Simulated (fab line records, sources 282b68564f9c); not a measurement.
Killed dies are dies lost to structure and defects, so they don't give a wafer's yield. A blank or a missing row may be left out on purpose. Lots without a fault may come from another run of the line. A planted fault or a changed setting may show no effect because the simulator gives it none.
fab line records | flow rit_cmos
record lots=13 wafers=39 last_day=7
route steps=202 shown PWELL@42 M1@202
lots that met no fault: from a run of the same line without faults
start_h: hours from the record's first day to the start of the lot's first wafer shown | wait_h: hours since the lot's step before | " the same as in the row above | L1.1+2: a row that stands for several wafers | - no value, or no start given | * or withheld: withheld | < > ~ a bound
route shown NAME@n: a module of which the file shows steps, and the number in the route of the first | usual: mean/standard deviation of fault-free wafers | same: alike in all rows | chamber/n: place in a boat | sites: the reading at each site | _std_site: their standard deviation | _edge_site: outer sites' mean less inner sites' | radius_mm: how far each site lies from the wafer's centre | mask NAME#n: copy n | behind: the tool/chamber that last shaped the wafer | hold: why the lot was held/for how many hours/how that ended | device: the transistor (n, p or np) that didn't switch | end of line: the same wafers' tests at the end of the route | a step without rows: its recipe alone | killed: dies lost to structure and defects at the first sort, not the wafer's yield | map: a wafer's dies, x killed, . not, _ none there
set.NAME: the setting as run; set.NAME@STEP: as run at that earlier step | model.NAME: the simulator's own value behind a step, which no gauge read
steps of the route over a sample of lots; a table a step, a row a wafer
services: from which hour (start_h, from the record's first day; less than 0 if before it) a tool's chamber was out of use, for how many hours, and why
## steps
# step RIT_PWELL_EXPOSE_03
# recipe mask_id=M3 na=0.57 target_cd_nm=43700 dose_mj=250
# usual focus_offset_nm=0.0/0.49
# columns lot.wafer tool chamber start_h wait_h mask focus_offset_nm
L529.2 iline_stepper-02 0 21.49 0.1 M3#0 0.4
L529.4 " 0 " " M3#0 -1.0
L529.5 " 0 " " M3#0 0.3
L530.2 iline_stepper-01 0 27.07 0.2 M3#0 -0.7
L530.4 " 0 " " M3#0 -0.1
L530.5 " 0 " " M3#0 -1.0
L531.2 iline_stepper-02 0 32.31 0.2 M3#0 -0.1
L531.3 " 0 " " M3#0 0.4
L531.5 " 0 " " M3#0 -0.7
L534.1 iline_stepper-01 0 46.56 0.1 M3#0 0.0
L534.2 " 0 " " M3#0 -0.1
L534.5 " 0 " " M3#0 0.4
L536.4 iline_stepper-01 0 57.26 0.2 M3#0 0.0
L536.5 " 0 " " M3#0 -0.1
L536.6 " 0 " " M3#0 0.1
L537.1 iline_stepper-01 0 61.57 0.1 M3#0 0.7
L537.3 " 0 " " M3#0 -0.3
L537.5 " 0 " " M3#0 0.9
L538.1 iline_stepper-01 0 67.74 0.1 M3#0 -0.2
L538.2 " 0 " " M3#0 -0.6
L538.3 " 0 " " M3#0 -1.2
L539.1 iline_stepper-02 0 73.06 0.2 M3#0 -0.6
L539.4 " 0 " " M3#0 0.2
L539.5 " 0 " " M3#0 -0.1
L542.2 iline_stepper-02 0 88.06 0.3 M3_R1#0 -0.1
L542.3 " 0 " " M3_R1#0 -0.2
L542.5 " 0 " " M3_R1#0 0.3
L545.1 iline_stepper-02 0 106.99 0.1 M3#0 -0.2
L545.3 " 0 " " M3#0 -0.5
L545.4 " 0 " " M3#0 0.8
L549.4 iline_stepper-02 0 124.79 0.2 M3#0 -0.1
L549.5 " 0 " " M3#0 -0.3
L549.6 " 0 " " M3#0 0.4
L550.1 iline_stepper-02 0 128.42 0.1 M3#0 0.4
L550.2 " 0 " " M3#0 0.3
L550.4 " 0 " " M3#0 -0.1
L552.3 iline_stepper-02 0 140.10 0.2 M3#0 0.7
L552.4 " 0 " " M3#0 0.6
L552.5 " 0 " " M3#0 0.5
# step RIT_M1_PROBE_99
# usual killed_at_contacts=0.1/0.31 killed_at_front_end=7.1/2.8 killed_dies=7.2/2.8 killed_on_rim=1.8/1.3 killed_open=3.5/2 killed_short=3.7/1.9
# same gross_dies=264 killed_at_M0_to_M3=0 killed_at_M4_up=0 killed_at_back_side=0 killed_at_other=0
# columns lot.wafer tool chamber start_h wait_h killed_at_contacts killed_at_front_end killed_dies killed_on_rim killed_open killed_short
L537.1 prober-01 - 100.19 0.1 0 4 4 2 2 2
L537.3 prober-01 - 100.29 0.2 0 7 7 4 3 4
L537.5 prober-01 - 100.39 0.2 0 6 6 1 3 3
L538.1 prober-02 - 106.96 0.1 1 6 7 2 5 2
L538.2 prober-02 - 107.01 0.1 0 5 5 0 0 5
L538.3 prober-02 - 107.06 0.2 0 6 6 0 4 2
L539.1 prober-01 - 110.02 0.1 0 4 4 2 2 2
L539.4 prober-01 - 110.17 0.2 0 12 12 3 6 6
L539.5 prober-01 - 110.22 0.2 0 8 8 2 4 4
L542.2 prober-02 - 128.72 0.1 0 7 7 2 4 3
L542.3 prober-02 - 128.77 0.2 1 10 11 4 10 1
L542.5 prober-02 - 128.87 0.2 0 2 2 1 1 1
L545.1 prober-01 - 148.97 0.1 0 9 9 1 4 3
L545.3 prober-01 - 149.07 0.2 0 2 2 1 0 1
L545.4 prober-01 - 149.12 0.2 0 5 5 1 2 3
L550.1 prober-02 - 169.99 0.1 0 6 6 1 2 4
L550.2 prober-02 - 170.04 0.1 0 10 10 3 3 7
L550.4 prober-02 - 170.14 0.2 0 5 5 3 2 3
L552.3 prober-02 - 179.12 0.2 0 6 6 1 2 4
L552.4 prober-02 - 179.17 0.2 0 5 5 1 1 4
L552.5 prober-02 - 179.22 0.2 0 2 2 1 1 1
# killed by level:class
L537.1 GATE:geometric_particle:short=1 GATE:geometric_particle:open=1 SPACER:geometric_particle:short=1 SILICIDE:geometric_particle:open=1
L537.3 GATE:geometric_particle:short=3 GATE:geometric_particle:open=1 SPACER:geometric_particle:open=1 SILICIDE:geometric_particle:short=1 SILICIDE:geometric_particle:open=1
L537.5 GATE:geometric_particle:short=2 FOX1:geometric_particle:open=1 FOX1:geometric_particle:short=1 GATE:geometric_particle:open=1 SPACER:geometric_particle:open=1
L538.1 FOX1:geometric_particle:open=1 FOX2:geometric_particle:open=1 GATE:geometric_particle:open=1 GATE:geometric_particle:short=1 SILICIDE:geometric_particle:open=1 SILICIDE:geometric_particle:short=1 CONTACT:geometric_particle:open=1
L538.2 GATE:geometric_particle:short=2 REOX:geometric_particle:short=1 SPACER:geometric_particle:short=1 SILICIDE:geometric_particle:short=1
L538.3 GATE:geometric_particle:open=3 FOX2:geometric_particle:open=1 GATE:geometric_particle:short=1 REOX:geometric_particle:short=1
L539.1 GATE:geometric_particle:short=1 REOX:geometric_particle:open=1 SILICIDE:geometric_particle:short=1 SILICIDE:geometric_particle:open=1
L539.4 GATE:geometric_particle:short=5 GATE:geometric_particle:open=3 REOX:geometric_particle:open=2 FOX1:geometric_particle:open=1 REOX:geometric_particle:short=1
L539.5 GATE:geometric_particle:short=3 FOX1:geometric_particle:open=1 FOX1:geometric_particle:short=1 FOX2:geometric_particle:open=1 REOX:geometric_particle:open=1 SPACER:geometric_particle:open=1
L542.2 GATE:geometric_particle:open=2 FOX1:geometric_particle:open=1 FOX1:geometric_particle:short=1 FOX2:geometric_particle:short=1 GATE:geometric_particle:short=1 SPACER:geometric_particle:open=1
L542.3 FOX1:geometric_particle:open=6 FOX2:geometric_particle:open=1 GATE:geometric_particle:open=1 REOX:geometric_particle:short=1 SILICIDE:geometric_particle:open=1 CONTACT:geometric_particle:open=1
L542.5 FOX1:geometric_particle:open=1 REOX:geometric_particle:short=1
L545.1 GATE:geometric_particle:open=3 GATE:geometric_particle:short=2 PSD:coat_microbubble_printed=2 REOX:geometric_particle:open=1 SPACER:geometric_particle:short=1
L545.3 SPACER:geometric_particle:short=1 PSD:coat_microbubble_printed=1
L545.4 FOX2:geometric_particle:open=2 GATE:geometric_particle:short=2 FOX2:geometric_particle:short=1
L550.1 GATE:geometric_particle:short=2 FOX2:geometric_particle:short=1 SPACER:geometric_particle:open=1 SILICIDE:geometric_particle:short=1 SILICIDE:geometric_particle:open=1
L550.2 GATE:geometric_particle:short=4 FOX2:geometric_particle:short=1 FOX2:geometric_particle:open=1 GATE:geometric_particle:open=1 REOX:geometric_particle:short=1 SPACER:geometric_particle:short=1 SILICIDE:geometric_particle:open=1
L550.4 FOX2:geometric_particle:short=1 GATE:geometric_particle:short=1 SPACER:geometric_particle:open=1 SILICIDE:geometric_particle:short=1 SILICIDE:geometric_particle:open=1
L552.3 FOX1:geometric_particle:short=2 GATE:geometric_particle:open=1 GATE:geometric_particle:short=1 SILICIDE:geometric_particle:open=1 SILICIDE:geometric_particle:short=1
L552.4 GATE:geometric_particle:short=1 REOX:geometric_particle:open=1 REOX:geometric_particle:short=1 SPACER:geometric_particle:short=1 SILICIDE:geometric_particle:short=1
L552.5 GATE:geometric_particle:open=1 REOX:geometric_particle:short=1
## services
# columns tool chamber start_h hours kind
iline_stepper-02 - 27.27 4.4 pm
iline_stepper-01 0 43.46 - calibration
iline_stepper-01 - 135.48 1.7 pm
## key
first_sign step=RIT_PWELL_EXPOSE_03 reading=mask direction=changed
effect none on later readings
met_at RIT_PWELL_EXPOSE_03
struck_lots L542
tester_left_out L542
onset_between 73.06 88.06
fault kind=wrong_mask tool=any chamber=- onset_h=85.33 steps=RIT_PWELL_EXPOSE_03 aux_copy=M3_R1#0 cd_offset_nm=150 scope=struck_lots_only
# tester_left_out: of these lots the tester's yield and bins aren't shown, on N5 and GAA mostly nor the transistor test; their killed dies are dies lost to structure and defects alone, not to doping, threshold or leakage, so they don't give the yield
